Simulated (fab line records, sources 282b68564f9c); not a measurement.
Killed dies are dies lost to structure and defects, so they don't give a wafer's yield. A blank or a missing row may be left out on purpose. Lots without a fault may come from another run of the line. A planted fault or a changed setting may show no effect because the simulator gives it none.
One fault seen from 2 desks | flow rit_cmos | each desk has only its own numbers; what lay behind them comes last

THE METROLOGY DESK
What the gauges read, lot by lot, whatever tool the lot ran on: means of the sampled wafers that have a number. A lot is out of limits, marked OUT, if its mean lies more than 4 standard deviations from the usual mean; the brackets give that distance.
Columns: A = PWELL_OVL at RIT_PWELL_OVL_MEAS_06, usual 1.2 nm; B = PWELL_TW at RIT_PWELL_TW_MEAS_10, usual 956; C = NWELL_RS at RIT_WELLDRIVE_RS_MEAS_01, usual 275.3 ohm/sq; D = PWELL_RS at RIT_WELLDRIVE_RS_MEAS_02, usual 429.7 ohm/sq; E = NRETRO_OVL at RIT_NRETRO_OVL_MEAS_06, usual -0.2 nm
lot  | first seen here | A   | B   | C     | D     | E
L169 | day 1 23:38     | 1.2 | 959 | 275.6 | 431.8 | 1.3
L177 | day 3 14:31     | 2.2 | 960 | 274.6 | 430.5 | 1.1
L182 | day 4 16:18     | 2.1 | 960 | 274.9 | 430.2 | 3.3
L184 | day 5 00:47     | 1.0 | 965 | 276.2 | 430.7 | -1.1
L189 | day 6 01:56     | 0.4 | 949 | 274.4 | 428.7 | 0.5
L192 | day 6 19:44     | 3.2 | 959 | 276.4 | 429.8 | -1.2
This desk's finding: nothing out of limits on any of the 6 lots.

THE TOOL OWNER'S DESK: litho_track-01
The tool's own readings at RIT_NRETRO_SOFTBAKE_02 (time 60 s): means of the sampled wafers that have a number, for each lot that ran on this tool. A lot is out of limits, marked OUT, if its mean lies more than 4 standard deviations from the usual mean; the brackets give that distance.
Columns: A = heater_power_total_W at RIT_NRETRO_SOFTBAKE_02, usual 34.56 W; B = plate_temp_C at RIT_NRETRO_SOFTBAKE_02, usual 90.01 C
lot  | first seen here | A               | B
L177 | day 3 20:51     | 34.59           | 89.95
L182 | day 4 22:39     | 33.32 (-23) OUT | 87.57 (-22) OUT
L184 | day 5 07:07     | 33.32 (-23) OUT | 87.72 (-21) OUT
This desk's finding: out of limits on L182, L184; first on L182, day 4 22:39 (heater_power_total_W at RIT_NRETRO_SOFTBAKE_02). In limits: L177.

PUT TOGETHER
The tool owner's desk could have raised an alarm at day 4 22:39, on L182, L184.
The metrology desk saw nothing out of limits.
The metrology desk has L182, L184 on record, within its limits.
Of the lots named, all ran RIT_NRETRO_SOFTBAKE_02 on litho_track-01.

WHAT THE SIMULATOR HAD PUT IN
Process parameter drift: litho_track-01, from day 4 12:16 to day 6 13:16, at RIT_NRETRO_SOFTBAKE_02. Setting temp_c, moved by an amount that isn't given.
Lots struck among those shown: L182, L184.
Hours from the fault's start to each desk's first reading out of limits: the tool owner's desk, 10.
